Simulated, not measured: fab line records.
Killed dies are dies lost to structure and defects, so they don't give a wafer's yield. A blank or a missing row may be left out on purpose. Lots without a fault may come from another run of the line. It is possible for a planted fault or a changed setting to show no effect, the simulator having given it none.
Split-lot study || flow rit cmos || 23 wafers read across 5 lots, on a route 202 steps long

## THE SPLIT
At RIT_GATE_EXPOSE_13 (exposes mask M6, target cd 150 nm), the setting dose mj was moved away from the recipe's 380 on 7 of the 23 wafers read, by -7.0% to +7.1%. All remaining wafers had this setting at the recipe value.

## FROM THE SPLIT TO THE READING: what the file shows between them, 6 steps
- RIT_GATE_PEB_14
- RIT_GATE_DEVELOP_15: develop time 50 s
- RIT_GATE_CD_MEAS_16: target cd 150 nm
- RIT_GATE_HARDBAKE_18: time 60 s
- RIT_GATE_ETCH_19: etches poly-Si in SF6/CHF3/O2, stops on SiO2, time 165 s, target depth 312.5 nm
- RIT_GATE_STRIP_20: strips in O2, time 180 s

## THE READING
cd nm, in nm, at RIT_GATE_CD_MEAS_90 (target cd 150 nm). A value of 149.0 nm with a standard deviation of 2.3 nm is what fault-free wafers of this fab line usually give.

{"wafer": "L080.1", "tool, chamber at the split": "iline stepper-02, 0", "dose mj as run": 353.3, "against the recipe": "-7.0%", "cd nm, nm": 184.9, "against lot-mates on the recipe": "+36.5"}
{"wafer": "L080.2", "tool, chamber at the split": "iline stepper-02, 0", "dose mj as run": 353.3, "against the recipe": "-7.0%", "cd nm, nm": 185.4, "against lot-mates on the recipe": "+37.0"}
{"wafer": "L080.3", "tool, chamber at the split": "iline stepper-02, 0", "dose mj as run": 380, "against the recipe": "recipe", "cd nm, nm": 148.3, "against lot-mates on the recipe": "-"}
{"wafer": "L080.4", "tool, chamber at the split": "iline stepper-02, 0", "dose mj as run": 380, "against the recipe": "recipe", "cd nm, nm": 148.7, "against lot-mates on the recipe": "-"}
{"wafer": "L080.6", "tool, chamber at the split": "iline stepper-02, 0", "dose mj as run": 380, "against the recipe": "recipe", "cd nm, nm": 148.3, "against lot-mates on the recipe": "-"}
{"wafer": "L081.1", "tool, chamber at the split": "iline stepper-02, 0", "dose mj as run": 380, "against the recipe": "recipe", "cd nm, nm": 150.8, "against lot-mates on the recipe": "-"}
{"wafer": "L081.2", "tool, chamber at the split": "iline stepper-02, 0", "dose mj as run": 401.4, "against the recipe": "+5.6%", "cd nm, nm": 123.8, "against lot-mates on the recipe": -24.7}
{"wafer": "L081.3", "tool, chamber at the split": "iline stepper-02, 0", "dose mj as run": 380, "against the recipe": "recipe", "cd nm, nm": 147.5, "against lot-mates on the recipe": "-"}
{"wafer": "L081.4", "tool, chamber at the split": "iline stepper-02, 0", "dose mj as run": 401.4, "against the recipe": "+5.6%", "cd nm, nm": 120.0, "against lot-mates on the recipe": -28.5}
{"wafer": "L081.5", "tool, chamber at the split": "iline stepper-02, 0", "dose mj as run": 380, "against the recipe": "recipe", "cd nm, nm": 147.3, "against lot-mates on the recipe": "-"}
{"wafer": "L083.1", "tool, chamber at the split": "iline stepper-02, 0", "dose mj as run": 406.9, "against the recipe": "+7.1%", "cd nm, nm": 113.7, "against lot-mates on the recipe": -35.4}
{"wafer": "L083.2", "tool, chamber at the split": "iline stepper-02, 0", "dose mj as run": 380, "against the recipe": "recipe", "cd nm, nm": 147.3, "against lot-mates on the recipe": "-"}
{"wafer": "L083.4", "tool, chamber at the split": "iline stepper-02, 0", "dose mj as run": 406.9, "against the recipe": "+7.1%", "cd nm, nm": 114.7, "against lot-mates on the recipe": -34.4}
{"wafer": "L083.5", "tool, chamber at the split": "iline stepper-02, 0", "dose mj as run": 406.9, "against the recipe": "+7.1%", "cd nm, nm": 115.9, "against lot-mates on the recipe": -33.2}
{"wafer": "L083.6", "tool, chamber at the split": "iline stepper-02, 0", "dose mj as run": 380, "against the recipe": "recipe", "cd nm, nm": 150.9, "against lot-mates on the recipe": "-"}
{"wafer": "L084.3", "tool, chamber at the split": "iline stepper-02, 0", "dose mj as run": 380, "against the recipe": "recipe", "cd nm, nm": 152.3, "against lot-mates on the recipe": "-"}
{"wafer": "L084.4", "tool, chamber at the split": "iline stepper-02, 0", "dose mj as run": 380, "against the recipe": "recipe", "cd nm, nm": 154.2, "against lot-mates on the recipe": "-"}
{"wafer": "L084.6", "tool, chamber at the split": "iline stepper-02, 0", "dose mj as run": 380, "against the recipe": "recipe", "cd nm, nm": 152.4, "against lot-mates on the recipe": "-"}
{"wafer": "L085.2", "tool, chamber at the split": "iline stepper-01, 0", "dose mj as run": 380, "against the recipe": "recipe", "cd nm, nm": 144.7, "against lot-mates on the recipe": "-"}
{"wafer": "L085.3", "tool, chamber at the split": "iline stepper-01, 0", "dose mj as run": 380, "against the recipe": "recipe", "cd nm, nm": 146.5, "against lot-mates on the recipe": "-"}
{"wafer": "L085.4", "tool, chamber at the split": "iline stepper-01, 0", "dose mj as run": 380, "against the recipe": "recipe", "cd nm, nm": 147.4, "against lot-mates on the recipe": "-"}
{"wafer": "L085.5", "tool, chamber at the split": "iline stepper-01, 0", "dose mj as run": 380, "against the recipe": "recipe", "cd nm, nm": 146.2, "against lot-mates on the recipe": "-"}
{"wafer": "L085.6", "tool, chamber at the split": "iline stepper-01, 0", "dose mj as run": 380, "against the recipe": "recipe", "cd nm, nm": 146.9, "against lot-mates on the recipe": "-"}

THE FIT
A straight line over all 23 wafers: cd nm changes by -4.93 nm for each +1% of dose mj; r = -0.99; the points scatter about the line by 2.4 nm.
The same after taking each lot's own level away (the mean of its wafers on the recipe; 23 wafers): -4.97 nm for each +1%; r = -1.00; scatter 1.4 nm.
The reading moves by 35 nm for the largest change in dose mj, on that fit.
The lots' own levels span 146.34 to 152.97 nm, that is 2.9 times the standard deviation above.
So the lot-to-lot level changes the slope little: the two slopes agree.
Check: with one of the wafers moved furthest among these (+7.1%) left out of the fit, the line predicts -34.6 nm for it against its lot-mates. It came out at -35.4 nm against them.

## FURTHER SPLITS ON THESE WAFERS
Before the reading, these wafers also passed through other splits. Each is held against what the fit with the lots' levels taken away leaves over:
{"other split on the same wafers": "RIT_PRETRO_SOFTBAKE_02 time s", "wafers away from the commonest value": 10, "r with cd nm (lot level and that fit taken away)": -0.19}
{"other split on the same wafers": "RIT_GATE_OXIDATION_05 ox time s", "wafers away from the commonest value": 15, "r with cd nm (lot level and that fit taken away)": -0.03}
{"other split on the same wafers": "RIT_GATE_SOFTBAKE_12 temp c", "wafers away from the commonest value": 6, "r with cd nm (lot level and that fit taken away)": -0.19}

## THE WHOLE CHAIN: every reading that the file lists as answering this split, in the file's order
{"step": "RIT_GATE_CD_MEAS_16", "what it does": "target cd 150 nm", "reading": "cd nm", "change (the file's fit)": "-4.99 nm for each +1% of the setting", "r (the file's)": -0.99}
{"step": "RIT_GATE_ETCH_19", "what it does": "etches poly-Si in SF6/CHF3/O2, stops on SiO2, time 165 s, target depth 312.5 nm", "reading": "GATE.cd nm (the simulator's own value, which no gauge read)", "change (the file's fit)": "-4.97 nm for each +1% of the setting", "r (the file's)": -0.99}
{"step": "RIT_GATE_CD_MEAS_90", "what it does": "target cd 150 nm", "reading": "cd nm", "change (the file's fit)": "-4.97 nm for each +1% of the setting", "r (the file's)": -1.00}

## THE FILE'S OWN FIT
cd nm changes by -4.97 nm for each +1% of dose mj, r = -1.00.
